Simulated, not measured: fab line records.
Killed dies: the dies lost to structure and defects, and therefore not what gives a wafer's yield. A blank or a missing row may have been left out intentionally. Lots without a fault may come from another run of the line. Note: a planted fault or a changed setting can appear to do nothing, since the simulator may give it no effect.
fab line records || flow rit-cmos || part 2 of 2: steps 31 to 43 of 43
record {"lots": 5, "wafers": 15, "last-day": 7}
route steps=202 shown PRETRO@73 GATE@75 FOX2@80 REOX@98 NLDD@103 PLDD@114
lots with no fault: from the same line, run without faults
start-h: hours from the record's first day to the start of the lot's first wafer shown || wait-h: hours elapsed since this lot's preceding step || " same as the row above || L1.1+2: several wafers, shown together as one row || - no value present, or no start provided || * or withheld: withheld || < > ~ a bound
route shown NAME@n: names a module that has steps shown in the file, with the first one's number in the route || usual: average and standard deviation across the fault-free wafers || same: alike in all rows || chamber/n: place in a boat || sites: readings site by site || _std_site: standard deviation of those values || _edge_site: mean of outer sites minus mean of inner sites || radius-mm: for every site, how far away it sits from the centre of the wafer || mask NAME#n: copy n || behind: the most recent tool/chamber to have shaped the wafer || hold: why the lot was held/for how many hours/how that ended || device: which transistor (n, p or np) failed to switch || end of line: the same wafers' tests at the end of the route || where a step has no rows: the recipe by itself || killed: at the first sort, the dies lost to defects and structure; wafer yield is something else || map: shows each die of a wafer: x if killed, . if not, _ if none is there
set.NAME: the setting that was run; set.NAME@STEP: the one run at that earlier step || model.NAME: the simulator's own value behind a step, which no gauge read
lots seen at some steps along the route; tables by step, rows by wafer
services: a tool's chamber out of use, with start hour (start-h, from the record's first day; less than 0 if before it), hours out, and reason
## steps
# step RIT_NLDD_HMDS_00
# recipe {"prime-time-s": 60, "prime-temp-c": 140}
# usual {"prime-temp-c": "140.01/0.15"}
{"lot.wafer": "L075.1", "tool": "litho-track-04", "chamber": 0, "start-h": 49.66, "wait-h": 0.1, "prime-temp-c": 139.85}
{"lot.wafer": "L075.5", "tool": "litho-track-04", "chamber": 0, "start-h": 49.66, "wait-h": 0.1, "prime-temp-c": 140.04}
{"lot.wafer": "L075.6", "tool": "litho-track-04", "chamber": 0, "start-h": 49.66, "wait-h": 0.1, "prime-temp-c": 139.77}
{"lot.wafer": "L077.1", "tool": "litho-track-04", "chamber": 0, "start-h": 58.67, "wait-h": 0.1, "prime-temp-c": 139.85}
{"lot.wafer": "L077.5", "tool": "litho-track-04", "chamber": 0, "start-h": 58.67, "wait-h": 0.1, "prime-temp-c": 140.07}
{"lot.wafer": "L077.6", "tool": "litho-track-04", "chamber": 0, "start-h": 58.67, "wait-h": 0.1, "prime-temp-c": 139.81}
{"lot.wafer": "L082.4", "tool": "litho-track-01", "chamber": 0, "start-h": 81.70, "wait-h": 0.1, "prime-temp-c": 139.91}
{"lot.wafer": "L082.5", "tool": "litho-track-01", "chamber": 0, "start-h": 81.70, "wait-h": 0.1, "prime-temp-c": 139.94}
{"lot.wafer": "L082.6", "tool": "litho-track-01", "chamber": 0, "start-h": 81.70, "wait-h": 0.1, "prime-temp-c": 140.28}
{"lot.wafer": "L094.1", "tool": "litho-track-02", "chamber": 0, "start-h": 141.49, "wait-h": 0.1, "prime-temp-c": 139.79}
{"lot.wafer": "L094.2", "tool": "litho-track-02", "chamber": 0, "start-h": 141.49, "wait-h": 0.1, "prime-temp-c": 139.82}
{"lot.wafer": "L094.6", "tool": "litho-track-02", "chamber": 0, "start-h": 141.49, "wait-h": 0.1, "prime-temp-c": 139.67}
{"lot.wafer": "L097.2", "tool": "litho-track-04", "chamber": 0, "start-h": 156.18, "wait-h": 0.1, "prime-temp-c": 139.80}
{"lot.wafer": "L097.3", "tool": "litho-track-04", "chamber": 0, "start-h": 156.18, "wait-h": 0.1, "prime-temp-c": 139.76}
{"lot.wafer": "L097.6", "tool": "litho-track-04", "chamber": 0, "start-h": 156.18, "wait-h": 0.1, "prime-temp-c": 139.70}
# step RIT_NLDD_COAT_01
# recipe {"resist": "NOVOLAK", "spin-rpm": 3250, "resist-thk-nm": 1000}
{"lot.wafer": "L075.1+5+6", "tool": "litho-track-04", "chamber": 0, "start-h": 49.81, "wait-h": 0.1}
{"lot.wafer": "L077.1+5+6", "tool": "litho-track-04", "chamber": 0, "start-h": 58.82, "wait-h": 0.1}
{"lot.wafer": "L082.4+5+6", "tool": "litho-track-01", "chamber": 0, "start-h": 81.85, "wait-h": 0.1}
{"lot.wafer": "L094.1+2+6", "tool": "litho-track-02", "chamber": 0, "start-h": 141.64, "wait-h": 0.1}
{"lot.wafer": "L097.2+3+6", "tool": "litho-track-04", "chamber": 0, "start-h": 156.33, "wait-h": 0.1}
# step RIT_NLDD_SOFTBAKE_02
# recipe {"resist": "NOVOLAK", "temp-c": 90, "time-s": 60}
# usual {"heater-power-total-W": "34.57/0.051"}
{"lot.wafer": "L075.1", "tool": "litho-track-04", "chamber": 0, "start-h": 49.96, "wait-h": 0.1, "heater-power-total-W": 34.65}
{"lot.wafer": "L075.5", "tool": "litho-track-04", "chamber": 0, "start-h": 49.96, "wait-h": 0.1, "heater-power-total-W": 34.44}
{"lot.wafer": "L075.6", "tool": "litho-track-04", "chamber": 0, "start-h": 49.96, "wait-h": 0.1, "heater-power-total-W": 34.60}
{"lot.wafer": "L077.1", "tool": "litho-track-04", "chamber": 0, "start-h": 58.97, "wait-h": 0.1, "heater-power-total-W": 34.56}
{"lot.wafer": "L077.5", "tool": "litho-track-04", "chamber": 0, "start-h": 58.97, "wait-h": 0.1, "heater-power-total-W": 34.51}
{"lot.wafer": "L077.6", "tool": "litho-track-04", "chamber": 0, "start-h": 58.97, "wait-h": 0.1, "heater-power-total-W": 34.59}
{"lot.wafer": "L082.4", "tool": "litho-track-01", "chamber": 0, "start-h": 82.00, "wait-h": 0.1, "heater-power-total-W": 34.68}
{"lot.wafer": "L082.5", "tool": "litho-track-01", "chamber": 0, "start-h": 82.00, "wait-h": 0.1, "heater-power-total-W": 34.53}
{"lot.wafer": "L082.6", "tool": "litho-track-01", "chamber": 0, "start-h": 82.00, "wait-h": 0.1, "heater-power-total-W": 34.58}
{"lot.wafer": "L094.1", "tool": "litho-track-02", "chamber": 0, "start-h": 141.79, "wait-h": 0.1, "heater-power-total-W": 34.63}
{"lot.wafer": "L094.2", "tool": "litho-track-02", "chamber": 0, "start-h": 141.79, "wait-h": 0.1, "heater-power-total-W": 34.60}
{"lot.wafer": "L094.6", "tool": "litho-track-02", "chamber": 0, "start-h": 141.79, "wait-h": 0.1, "heater-power-total-W": 34.60}
{"lot.wafer": "L097.2", "tool": "litho-track-04", "chamber": 0, "start-h": 156.48, "wait-h": 0.1, "heater-power-total-W": 34.54}
{"lot.wafer": "L097.3", "tool": "litho-track-04", "chamber": 0, "start-h": 156.48, "wait-h": 0.1, "heater-power-total-W": 34.64}
{"lot.wafer": "L097.6", "tool": "litho-track-04", "chamber": 0, "start-h": 156.48, "wait-h": 0.1, "heater-power-total-W": 34.59}
# step RIT_NLDD_EXPOSE_03
# recipe {"mask-id": "M7", "na": 0.57, "target-cd-nm": 40700, "dose-mj": 250}
{"lot.wafer": "L075.1+5+6", "tool": "iline-stepper-02", "chamber": 0, "start-h": 50.24, "wait-h": 0.2, "mask": "M7#0"}
{"lot.wafer": "L077.1+5+6", "tool": "iline-stepper-01", "chamber": 0, "start-h": 59.24, "wait-h": 0.2, "mask": "M7#0"}
{"lot.wafer": "L082.4+5+6", "tool": "iline-stepper-02", "chamber": 0, "start-h": 82.14, "wait-h": 0.1, "mask": "M7#0"}
{"lot.wafer": "L094.1+2+6", "tool": "iline-stepper-01", "chamber": 0, "start-h": 142.07, "wait-h": 0.2, "mask": "M7#0"}
{"lot.wafer": "L097.2+3+6", "tool": "iline-stepper-01", "chamber": 0, "start-h": 156.75, "wait-h": 0.2, "mask": "M7#0"}
# step RIT_NLDD_PEB_04
# recipe {"resist": "NOVOLAK", "temp-c": "withheld", "time-s": "withheld"}
{"lot.wafer": "L075.1+5+6", "tool": "litho-track-04", "chamber": 0, "start-h": 50.35, "wait-h": 0.1}
{"lot.wafer": "L077.1+5+6", "tool": "litho-track-01", "chamber": 0, "start-h": 59.36, "wait-h": 0.1}
{"lot.wafer": "L082.4+5+6", "tool": "litho-track-04", "chamber": 0, "start-h": 82.46, "wait-h": 0.3}
{"lot.wafer": "L094.1+2+6", "tool": "litho-track-02", "chamber": 0, "start-h": 142.18, "wait-h": 0.1}
{"lot.wafer": "L097.2+3+6", "tool": "litho-track-02", "chamber": 0, "start-h": 156.91, "wait-h": 0.1}
# step RIT_NLDD_DEVELOP_05
# recipe {"resist": "NOVOLAK", "develop-time-s": 50, "dev-temp-c": 23}
{"lot.wafer": "L075.1+5+6", "tool": "litho-track-04", "chamber": 0, "start-h": "-", "wait-h": "-"}
{"lot.wafer": "L077.1+5+6", "tool": "litho-track-01", "chamber": 0, "start-h": "-", "wait-h": "-"}
{"lot.wafer": "L082.4+5+6", "tool": "litho-track-04", "chamber": 0, "start-h": "-", "wait-h": "-"}
{"lot.wafer": "L094.1+2+6", "tool": "litho-track-02", "chamber": 0, "start-h": "-", "wait-h": "-"}
{"lot.wafer": "L097.2+3+6", "tool": "litho-track-02", "chamber": 0, "start-h": "-", "wait-h": "-"}
# step RIT_NLDD_OVL_MEAS_06
# usual {"NLDD_OVL": "0.5/1.6"}
{"lot.wafer": "L075.1", "tool": "overlay-01", "chamber": "-", "start-h": 50.64, "wait-h": "-", "NLDD_OVL[nm]": 0.4}
{"lot.wafer": "L075.5", "tool": "overlay-01", "chamber": "-", "start-h": 50.64, "wait-h": "-", "NLDD_OVL[nm]": 0.3}
{"lot.wafer": "L075.6", "tool": "overlay-01", "chamber": "-", "start-h": 50.64, "wait-h": "-", "NLDD_OVL[nm]": 0.5}
{"lot.wafer": "L077.1", "tool": "overlay-01", "chamber": "-", "start-h": 59.64, "wait-h": "-", "NLDD_OVL[nm]": 3.1}
{"lot.wafer": "L077.5", "tool": "overlay-01", "chamber": "-", "start-h": 59.64, "wait-h": "-", "NLDD_OVL[nm]": 2.3}
{"lot.wafer": "L077.6", "tool": "overlay-01", "chamber": "-", "start-h": 59.64, "wait-h": "-", "NLDD_OVL[nm]": 1.9}
{"lot.wafer": "L082.4", "tool": "overlay-01", "chamber": "-", "start-h": 82.69, "wait-h": "-", "NLDD_OVL[nm]": 0.7}
{"lot.wafer": "L082.5", "tool": "overlay-01", "chamber": "-", "start-h": 82.69, "wait-h": "-", "NLDD_OVL[nm]": -0.1}
{"lot.wafer": "L082.6", "tool": "overlay-01", "chamber": "-", "start-h": 82.69, "wait-h": "-", "NLDD_OVL[nm]": 0.4}
{"lot.wafer": "L094.1", "tool": "overlay-02", "chamber": "-", "start-h": 142.47, "wait-h": "-", "NLDD_OVL[nm]": -0.7}
{"lot.wafer": "L094.2", "tool": "overlay-02", "chamber": "-", "start-h": 142.47, "wait-h": "-", "NLDD_OVL[nm]": 2.9}
{"lot.wafer": "L094.6", "tool": "overlay-02", "chamber": "-", "start-h": 142.47, "wait-h": "-", "NLDD_OVL[nm]": 0.1}
{"lot.wafer": "L097.2", "tool": "overlay-02", "chamber": "-", "start-h": 157.17, "wait-h": "-", "NLDD_OVL[nm]": 3.1}
{"lot.wafer": "L097.3", "tool": "overlay-02", "chamber": "-", "start-h": 157.17, "wait-h": "-", "NLDD_OVL[nm]": 1.9}
{"lot.wafer": "L097.6", "tool": "overlay-02", "chamber": "-", "start-h": 157.17, "wait-h": "-", "NLDD_OVL[nm]": 2.2}
# step RIT_NLDD_HARDBAKE_07
# recipe {"resist": "NOVOLAK", "temp-c": 140, "time-s": 60}
# usual {"heater-power-total-W": "62.54/0.05"}
{"lot.wafer": "L075.1", "tool": "litho-track-02", "chamber": 0, "start-h": 50.67, "wait-h": 0.0, "heater-power-total-W": 62.59}
{"lot.wafer": "L075.5", "tool": "litho-track-02", "chamber": 0, "start-h": 50.67, "wait-h": 0.0, "heater-power-total-W": 62.58}
{"lot.wafer": "L075.6", "tool": "litho-track-02", "chamber": 0, "start-h": 50.67, "wait-h": 0.0, "heater-power-total-W": 62.52}
{"lot.wafer": "L077.1", "tool": "litho-track-02", "chamber": 0, "start-h": 59.68, "wait-h": 0.0, "heater-power-total-W": 62.59}
{"lot.wafer": "L077.5", "tool": "litho-track-02", "chamber": 0, "start-h": 59.68, "wait-h": 0.0, "heater-power-total-W": 62.47}
{"lot.wafer": "L077.6", "tool": "litho-track-02", "chamber": 0, "start-h": 59.68, "wait-h": 0.0, "heater-power-total-W": 62.61}
{"lot.wafer": "L082.4", "tool": "litho-track-01", "chamber": 0, "start-h": 82.78, "wait-h": 0.1, "heater-power-total-W": 62.49}
{"lot.wafer": "L082.5", "tool": "litho-track-01", "chamber": 0, "start-h": 82.78, "wait-h": 0.1, "heater-power-total-W": 62.50}
{"lot.wafer": "L082.6", "tool": "litho-track-01", "chamber": 0, "start-h": 82.78, "wait-h": 0.1, "heater-power-total-W": 62.54}
{"lot.wafer": "L094.1", "tool": "litho-track-04", "chamber": 0, "start-h": 142.50, "wait-h": 0.0, "heater-power-total-W": 62.53}
{"lot.wafer": "L094.2", "tool": "litho-track-04", "chamber": 0, "start-h": 142.50, "wait-h": 0.0, "heater-power-total-W": 62.56}
{"lot.wafer": "L094.6", "tool": "litho-track-04", "chamber": 0, "start-h": 142.50, "wait-h": 0.0, "heater-power-total-W": 62.48}
{"lot.wafer": "L097.2", "tool": "litho-track-04", "chamber": 0, "start-h": 157.23, "wait-h": 0.0, "heater-power-total-W": 62.49}
{"lot.wafer": "L097.3", "tool": "litho-track-04", "chamber": 0, "start-h": 157.23, "wait-h": 0.0, "heater-power-total-W": 62.48}
{"lot.wafer": "L097.6", "tool": "litho-track-04", "chamber": 0, "start-h": 157.23, "wait-h": 0.0, "heater-power-total-W": 62.53}
# step RIT_NLDD_IMPLANT_08
# recipe {"species": "P", "energy-kev": 19.79, "dose-cm2": 5e+14, "tilt-deg": 7}
{"lot.wafer": "L075.1+5+6", "tool": "implanter-02", "chamber": 0, "start-h": 50.82, "wait-h": 0.1}
{"lot.wafer": "L077.1+5+6", "tool": "implanter-02", "chamber": 0, "start-h": 59.83, "wait-h": 0.1}
{"lot.wafer": "L082.4+5+6", "tool": "implanter-03", "chamber": 0, "start-h": 82.93, "wait-h": 0.1}
{"lot.wafer": "L094.1+2+6", "tool": "implanter-02", "chamber": 0, "start-h": 142.65, "wait-h": 0.1}
{"lot.wafer": "L097.2+3+6", "tool": "implanter-03", "chamber": 0, "start-h": 157.38, "wait-h": 0.1}
# step RIT_NLDD_STRIP_09
# recipe {"chemistry": "O2", "time-s": 180, "resist": "NOVOLAK", "platen-temp-c": "withheld", "power-w": 500, "pressure-mtorr": 4000, "o2-flow-sccm": 4000}
# usual {"drypump-motor-current-A": "6.0/0.44"}
{"lot.wafer": "L075.1", "tool": "plasma-asher-03", "chamber": 0, "start-h": 50.97, "wait-h": 0.1, "drypump-motor-current-A": 6.3, "rf-hours-counter-h": 41}
{"lot.wafer": "L075.5", "tool": "plasma-asher-03", "chamber": 0, "start-h": 50.97, "wait-h": 0.1, "drypump-motor-current-A": 6.3, "rf-hours-counter-h": "-"}
{"lot.wafer": "L075.6", "tool": "plasma-asher-03", "chamber": 1, "start-h": 50.97, "wait-h": 0.1, "drypump-motor-current-A": 5.6, "rf-hours-counter-h": "-"}
{"lot.wafer": "L077.1", "tool": "plasma-asher-03", "chamber": 1, "start-h": 59.98, "wait-h": 0.1, "drypump-motor-current-A": 5.6, "rf-hours-counter-h": 42}
{"lot.wafer": "L077.5", "tool": "plasma-asher-03", "chamber": 0, "start-h": 59.98, "wait-h": 0.1, "drypump-motor-current-A": 6.3, "rf-hours-counter-h": "-"}
{"lot.wafer": "L077.6", "tool": "plasma-asher-03", "chamber": 1, "start-h": 59.98, "wait-h": 0.1, "drypump-motor-current-A": 5.6, "rf-hours-counter-h": "-"}
{"lot.wafer": "L082.4", "tool": "plasma-asher-04", "chamber": 1, "start-h": 83.06, "wait-h": 0.1, "drypump-motor-current-A": 5.4, "rf-hours-counter-h": "-"}
{"lot.wafer": "L082.5", "tool": "plasma-asher-04", "chamber": 1, "start-h": 83.06, "wait-h": 0.1, "drypump-motor-current-A": 5.4, "rf-hours-counter-h": "-"}
{"lot.wafer": "L082.6", "tool": "plasma-asher-04", "chamber": 0, "start-h": 83.06, "wait-h": 0.1, "drypump-motor-current-A": 5.8, "rf-hours-counter-h": "-"}
{"lot.wafer": "L094.1", "tool": "plasma-asher-03", "chamber": 0, "start-h": 142.80, "wait-h": 0.1, "drypump-motor-current-A": 6.3, "rf-hours-counter-h": 3}
{"lot.wafer": "L094.2", "tool": "plasma-asher-03", "chamber": 1, "start-h": 142.80, "wait-h": 0.1, "drypump-motor-current-A": 5.6, "rf-hours-counter-h": 3}
{"lot.wafer": "L094.6", "tool": "plasma-asher-03", "chamber": 1, "start-h": 142.80, "wait-h": 0.1, "drypump-motor-current-A": 5.6, "rf-hours-counter-h": "-"}
{"lot.wafer": "L097.2", "tool": "plasma-asher-01", "chamber": 1, "start-h": 157.50, "wait-h": 0.1, "drypump-motor-current-A": 6.4, "rf-hours-counter-h": 52}
{"lot.wafer": "L097.3", "tool": "plasma-asher-01", "chamber": 0, "start-h": 157.50, "wait-h": 0.1, "drypump-motor-current-A": 6.6, "rf-hours-counter-h": "-"}
{"lot.wafer": "L097.6", "tool": "plasma-asher-01", "chamber": 1, "start-h": 157.50, "wait-h": 0.1, "drypump-motor-current-A": 6.4, "rf-hours-counter-h": "-"}
# step RIT_NLDD_TW_MEAS_10
# usual {"NLDD_TW": "2479/19"}
{"lot.wafer": "L075.1", "tool": "film-metro-03", "chamber": "-", "start-h": 51.20, "wait-h": 0.2, "NLDD_TW": 2476}
{"lot.wafer": "L075.5", "tool": "film-metro-03", "chamber": "-", "start-h": 51.20, "wait-h": 0.2, "NLDD_TW": 2485}
{"lot.wafer": "L075.6", "tool": "film-metro-03", "chamber": "-", "start-h": 51.20, "wait-h": 0.2, "NLDD_TW": 2489}
{"lot.wafer": "L077.1", "tool": "film-metro-01", "chamber": "-", "start-h": 60.16, "wait-h": 0.1, "NLDD_TW": 2452}
{"lot.wafer": "L077.5", "tool": "film-metro-01", "chamber": "-", "start-h": 60.16, "wait-h": 0.1, "NLDD_TW": 2453}
{"lot.wafer": "L077.6", "tool": "film-metro-01", "chamber": "-", "start-h": 60.16, "wait-h": 0.1, "NLDD_TW": 2458}
{"lot.wafer": "L082.4", "tool": "film-metro-02", "chamber": "-", "start-h": 83.21, "wait-h": 0.1, "NLDD_TW": 2502}
{"lot.wafer": "L082.5", "tool": "film-metro-02", "chamber": "-", "start-h": 83.21, "wait-h": 0.1, "NLDD_TW": 2486}
{"lot.wafer": "L082.6", "tool": "film-metro-02", "chamber": "-", "start-h": 83.21, "wait-h": 0.1, "NLDD_TW": 2494}
{"lot.wafer": "L094.1", "tool": "film-metro-03", "chamber": "-", "start-h": 142.98, "wait-h": 0.1, "NLDD_TW": 2498}
{"lot.wafer": "L094.2", "tool": "film-metro-03", "chamber": "-", "start-h": 142.98, "wait-h": 0.1, "NLDD_TW": 2517}
{"lot.wafer": "L094.6", "tool": "film-metro-03", "chamber": "-", "start-h": 142.98, "wait-h": 0.1, "NLDD_TW": 2505}
{"lot.wafer": "L097.2", "tool": "film-metro-03", "chamber": "-", "start-h": 157.69, "wait-h": 0.1, "NLDD_TW": 2500}
{"lot.wafer": "L097.3", "tool": "film-metro-03", "chamber": "-", "start-h": 157.69, "wait-h": 0.1, "NLDD_TW": 2499}
{"lot.wafer": "L097.6", "tool": "film-metro-03", "chamber": "-", "start-h": 157.69, "wait-h": 0.1, "NLDD_TW": 2485}
# step RIT_PLDD_HMDS_00
# recipe {"prime-time-s": 60, "prime-temp-c": 140}
# usual {"prime-temp-c": "139.98/0.14"}
{"lot.wafer": "L075.1", "tool": "litho-track-02", "chamber": 0, "start-h": 51.26, "wait-h": 0.1, "prime-temp-c": 139.98}
{"lot.wafer": "L075.5", "tool": "litho-track-02", "chamber": 0, "start-h": 51.26, "wait-h": 0.1, "prime-temp-c": 139.84}
{"lot.wafer": "L075.6", "tool": "litho-track-02", "chamber": 0, "start-h": 51.26, "wait-h": 0.1, "prime-temp-c": 139.91}
{"lot.wafer": "L077.1", "tool": "litho-track-03", "chamber": 0, "start-h": 60.22, "wait-h": 0.1, "prime-temp-c": 139.89}
{"lot.wafer": "L077.5", "tool": "litho-track-03", "chamber": 0, "start-h": 60.22, "wait-h": 0.1, "prime-temp-c": 139.95}
{"lot.wafer": "L077.6", "tool": "litho-track-03", "chamber": 0, "start-h": 60.22, "wait-h": 0.1, "prime-temp-c": 140.11}
{"lot.wafer": "L082.4", "tool": "litho-track-03", "chamber": 0, "start-h": 83.31, "wait-h": 0.1, "prime-temp-c": 139.63}
{"lot.wafer": "L082.5", "tool": "litho-track-03", "chamber": 0, "start-h": 83.31, "wait-h": 0.1, "prime-temp-c": 139.76}
{"lot.wafer": "L082.6", "tool": "litho-track-03", "chamber": 0, "start-h": 83.31, "wait-h": 0.1, "prime-temp-c": 139.75}
{"lot.wafer": "L094.1", "tool": "litho-track-03", "chamber": 0, "start-h": 143.05, "wait-h": 0.1, "prime-temp-c": 140.11}
{"lot.wafer": "L094.2", "tool": "litho-track-03", "chamber": 0, "start-h": 143.05, "wait-h": 0.1, "prime-temp-c": 139.94}
{"lot.wafer": "L094.6", "tool": "litho-track-03", "chamber": 0, "start-h": 143.05, "wait-h": 0.1, "prime-temp-c": 139.89}
{"lot.wafer": "L097.2", "tool": "litho-track-04", "chamber": 0, "start-h": 157.76, "wait-h": 0.1, "prime-temp-c": 140.09}
{"lot.wafer": "L097.3", "tool": "litho-track-04", "chamber": 0, "start-h": 157.76, "wait-h": 0.1, "prime-temp-c": 139.91}
{"lot.wafer": "L097.6", "tool": "litho-track-04", "chamber": 0, "start-h": 157.76, "wait-h": 0.1, "prime-temp-c": 140.34}
# step RIT_PLDD_COAT_01
# recipe {"resist": "NOVOLAK", "spin-rpm": 3250, "resist-thk-nm": 1000}
{"lot.wafer": "L075.1+5+6", "tool": "litho-track-02", "chamber": 0, "start-h": 51.41, "wait-h": 0.1}
{"lot.wafer": "L077.1+5+6", "tool": "litho-track-03", "chamber": 0, "start-h": 60.37, "wait-h": 0.1}
{"lot.wafer": "L082.4+5+6", "tool": "litho-track-03", "chamber": 0, "start-h": 83.46, "wait-h": 0.1}
{"lot.wafer": "L094.1+2+6", "tool": "litho-track-03", "chamber": 0, "start-h": 143.20, "wait-h": 0.1}
{"lot.wafer": "L097.2+3+6", "tool": "litho-track-04", "chamber": 0, "start-h": 157.91, "wait-h": 0.1}
## services
{"tool": "iline-stepper-01", "chamber": "-", "start-h": 15.61, "hours": 1.7, "kind": "pm"}
{"tool": "plasma-asher-02", "chamber": "-", "start-h": 19.31, "hours": 3.5, "kind": "repair"}
{"tool": "rie-si-02", "chamber": 3, "start-h": 37.15, "hours": 18.3, "kind": "repair"}
{"tool": "furnace-02", "chamber": "-", "start-h": 41.36, "hours": 3.8, "kind": "pm"}
{"tool": "implanter-03", "chamber": "-", "start-h": 41.96, "hours": 3.9, "kind": "repair"}
{"tool": "furnace-01", "chamber": "-", "start-h": 45.29, "hours": 4.4, "kind": "pm"}
{"tool": "plasma-asher-01", "chamber": "-", "start-h": 46.11, "hours": 1.4, "kind": "repair"}
{"tool": "plasma-asher-03", "chamber": "-", "start-h": 52.92, "hours": 0.6, "kind": "repair"}
{"tool": "iline-stepper-02", "chamber": "-", "start-h": 63.47, "hours": 1.7, "kind": "pm"}
{"tool": "iline-stepper-02", "chamber": "-", "start-h": 74.89, "hours": 2.1, "kind": "pm"}
{"tool": "plasma-asher-01", "chamber": "-", "start-h": 76.21, "hours": 2.8, "kind": "pm"}
{"tool": "implanter-02", "chamber": "-", "start-h": 87.00, "hours": 19.5, "kind": "pm"}
{"tool": "rie-si-02", "chamber": "-", "start-h": 95.57, "hours": 0.3, "kind": "repair"}
{"tool": "plasma-asher-03", "chamber": "-", "start-h": 108.80, "hours": 9.0, "kind": "pm"}
{"tool": "plasma-asher-02", "chamber": "-", "start-h": 110.74, "hours": 10.5, "kind": "repair"}
{"tool": "plasma-asher-04", "chamber": "-", "start-h": 125.93, "hours": 8.0, "kind": "repair"}
{"tool": "implanter-02", "chamber": "-", "start-h": 126.24, "hours": 4.0, "kind": "pm"}
{"tool": "rie-si-02", "chamber": "-", "start-h": 126.49, "hours": 1.6, "kind": "repair"}
{"tool": "furnace-03", "chamber": "-", "start-h": 132.14, "hours": 3.3, "kind": "pm"}
{"tool": "implanter-03", "chamber": "-", "start-h": 136.27, "hours": 1.2, "kind": "repair"}
{"tool": "implanter-03", "chamber": "-", "start-h": 142.56, "hours": 5.1, "kind": "pm"}
{"tool": "implanter-02", "chamber": "-", "start-h": 153.63, "hours": 2.2, "kind": "repair"}
{"tool": "implanter-03", "chamber": "-", "start-h": 155.13, "hours": 1.9, "kind": "repair"}
{"tool": "implanter-02", "chamber": "-", "start-h": 157.39, "hours": 2.0, "kind": "repair"}
